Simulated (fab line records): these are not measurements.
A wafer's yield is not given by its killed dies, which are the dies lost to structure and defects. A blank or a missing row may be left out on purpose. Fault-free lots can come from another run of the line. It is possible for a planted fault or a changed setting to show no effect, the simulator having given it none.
Which of the tools did it? | flow rit-cmos | 7 lots with 21 wafers sampled at 3 steps, on a route of 202 steps

## WHAT EACH GAUGE READ, for each wafer
RIT_M1_RS_MEAS_01: measures by four-point-probe.
lot  | measured    | on            | M1_AL_RS (ohm/sq)
L393 | day 3 15:28 | film-metro-02 | 0.0757 0.0754 0.0755
L396 | day 4 06:38 | film-metro-02 | 0.0729 0.0726 0.0731
L398 | day 4 15:55 | film-metro-03 | 0.0729 0.0730 0.0728
L401 | day 5 07:12 | film-metro-04 | 0.0741 0.0742 0.0744
L404 | day 5 22:32 | film-metro-03 | 0.0750 0.0747 0.0750
L409 | day 7 00:23 | film-metro-02 | 0.0896 0.0908 0.0904
L414 | day 7 23:16 | film-metro-04 | 0.0743 0.0749 0.0749

## EACH LOT AND THE TOOL THAT RAN IT (in order: tool; ch and the chambers of the sampled wafers; start)
lot  | RIT_SILICIDE_RTA_06             | RIT_M1_SPUTTER_00
L393 | rtp-anneal-02 ch 0, day 3 12:27 | pvd-sputter-01, day 3 15:10
L396 | rtp-anneal-01 ch 0, day 4 03:52 | pvd-sputter-04, day 4 06:20
L398 | rtp-anneal-01 ch 0, day 4 12:49 | pvd-sputter-04, day 4 15:38
L401 | rtp-anneal-02 ch 0, day 5 04:26 | pvd-sputter-01, day 5 06:55
L404 | rtp-anneal-01 ch 0, day 5 19:55 | pvd-sputter-04, day 5 22:11
L409 | rtp-anneal-02 ch 0, day 6 21:40 | pvd-sputter-01, day 7 00:04
L414 | rtp-anneal-01 ch 0, day 7 20:40 | pvd-sputter-04, day 7 22:58
- RIT_SILICIDE_RTA_06: time 9.691 s, ramp up 5 s, ramp down 10 s.
- RIT_M1_SPUTTER_00: material Al, target thk 400 nm, time 500 s.

## THE ANSWER, worked out from the rows above alone
Rule: the lots themselves supply what counts as usual. Put in order of their means at a reading, lots are off if they are a third of the lots or fewer, leave a main group of 4 or more, and stand apart from it by a gap of 3 or more times the standard deviation of the main group's means; of several such gaps the widest counts. If all means in a main group match to the digits the tables above print for the reading, that group is not used. Also off: a lot with no number at a reading for which 4 or more lots have one. The other lots that the step has rows for count as sound.
Off: L409, at RIT_M1_RS_MEAS_01 (M1_AL_RS). Main group: mean 0.0742 ohm/sq, sd 0.001.
If a tool, at a process step before that reading, ran all the lots that are off and no sound lot after the first of them, it fits. Those tools and the gauges at RIT_M1_RS_MEAS_01 are tried in the same way. Can't be told from this: 3 tools fit, rtp-anneal-02 at RIT_SILICIDE_RTA_06, pvd-sputter-01 at RIT_M1_SPUTTER_00, film-metro-02 at RIT_M1_RS_MEAS_01.

## WHAT WAS PUT IN BY THE SIMULATOR
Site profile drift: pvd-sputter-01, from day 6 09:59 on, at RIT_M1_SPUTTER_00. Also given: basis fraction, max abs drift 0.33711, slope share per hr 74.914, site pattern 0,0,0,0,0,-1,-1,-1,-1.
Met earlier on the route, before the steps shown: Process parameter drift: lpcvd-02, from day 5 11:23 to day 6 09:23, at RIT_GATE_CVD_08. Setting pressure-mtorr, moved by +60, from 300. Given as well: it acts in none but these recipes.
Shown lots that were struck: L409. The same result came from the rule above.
